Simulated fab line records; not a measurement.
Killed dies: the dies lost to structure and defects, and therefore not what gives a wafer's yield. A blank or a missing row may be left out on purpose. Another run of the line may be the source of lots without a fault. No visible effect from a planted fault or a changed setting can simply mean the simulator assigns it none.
Check of tool commonality	flow berkeley cmos170	Sample size 14 lots and 42 wafers

## WHAT PROMPTED THE OPENING
At UCB170_FIELD_THK_MEAS_02 the reading FIELD_OXIDE_THK is flagged on 2 of 14 lots. Wafers without a fault read 554 nm, standard deviation 12.
Rule: flag the lot when none of its wafers has a number, or when each of its wafers that has one lies beyond 4 standard deviations from that mean. The rest of the lots are taken to be sound.

lot	measured	on	FIELD_OXIDE_THK (nm), wafer by wafer	flag
L358	day 4 16:03	film metro-03	564 550 567	
L357	day 4 16:07	film metro-03	556 554 555	
L361	day 5 08:16	film metro-04	540 543 547	
L363	day 5 17:21	film metro-03	562 561 553	
L364	day 6 05:11	film metro-04	540 537 540	
L365	day 6 11:10	film metro-04	571 570 570	
L367	day 7 02:51	film metro-01	541 542 543	
L368	day 7 02:52	film metro-03	547 556 550	
L373	day 8 03:42	film metro-01	559 567 563	
L375	day 8 10:38	film metro-03	463 457 459	FLAGGED
L374	day 8 10:40	film metro-01	462 460 463	FLAGGED
L379	day 8 19:24	film metro-04	568 562 565	
L378	day 8 19:25	film metro-03	549 549 548	
L377	day 8 19:28	film metro-03	541 536 535	
The mean of the flagged lots' numbers is 461 nm, -93 nm from the usual (-8 standard deviations).

## LOT BY LOT: THE TOOL USED
The record keeps 1 process step preceding the reading, out of 331 steps on the route. Each cell gives the tool, then ch followed by the chambers the sampled wafers passed through, then the start.
lot	flag	UCB170_FIELD_OXIDATION_01
L358		furnace-01 ch 0, day 4 13:03
L357		furnace-01 ch 0, day 4 13:03
L361		furnace-04 ch 0, day 5 05:16
L363		furnace-02 ch 0, day 5 14:20
L364		furnace-02 ch 0, day 6 02:11
L365		furnace-01 ch 0, day 6 08:08
L367		furnace-04 ch 0, day 6 23:51
L368		furnace-04 ch 0, day 6 23:51
L373		furnace-01 ch 0, day 8 00:42
L375	FLAGGED	furnace-01 ch 0, day 8 07:38
L374	FLAGGED	furnace-01 ch 0, day 8 07:38
L379		furnace-04 ch 0, day 8 16:24
L378		furnace-04 ch 0, day 8 16:24
L377		furnace-04 ch 0, day 8 16:24
These steps, and what they do:
- UCB170_FIELD_OXIDATION_01: target thk 558.3 nm, ox time 7200 s.
- UCB170_FIELD_THK_MEAS_02

## FLAGGED AGAINST TOTAL, ONE TOOL AT A TIME (gauges that did the reading follow at the end)
step	tool	lots run	flagged	share of the flagged lots	sound lots run after its first flagged lot
UCB170_FIELD_OXIDATION_01	furnace-01	6	2	all	0
UCB170_FIELD_OXIDATION_01	furnace-02	2	0	none	-
UCB170_FIELD_OXIDATION_01	furnace-04	6	0	none	-
UCB170_FIELD_THK_MEAS_02	film metro-01	3	1	some	0
UCB170_FIELD_THK_MEAS_02	film metro-03	7	1	some	2 (L378,L377)
UCB170_FIELD_THK_MEAS_02	film metro-04	4	0	none	-

## WHAT THE TABLE ALLOWS
1 row of the table ran every flagged lot: furnace-01 at UCB170_FIELD_OXIDATION_01.
- furnace-01 at UCB170_FIELD_OXIDATION_01 ran 6 lots, 2 of them flagged. It ran its last sound lot, L373, at day 8 00:42 and its first flagged lot, L374, at day 8 07:38: a fault with its onset between the two fits. Its own readings lie more than 4 standard deviations out on every wafer of the flagged lots: spike tc centre C, spike tc load C, spike tc source C, tube center temp C, tube_center_temp_C_max.
Left over: one tool, furnace-01 at UCB170_FIELD_OXIDATION_01.

## WHAT HAD BEEN PUT IN BY THE SIMULATOR
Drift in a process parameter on furnace-01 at UCB170_FIELD_OXIDATION_01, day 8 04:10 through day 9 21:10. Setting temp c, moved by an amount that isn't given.
Lots struck among those shown: L375, L374. The rule given above showed the same thing.
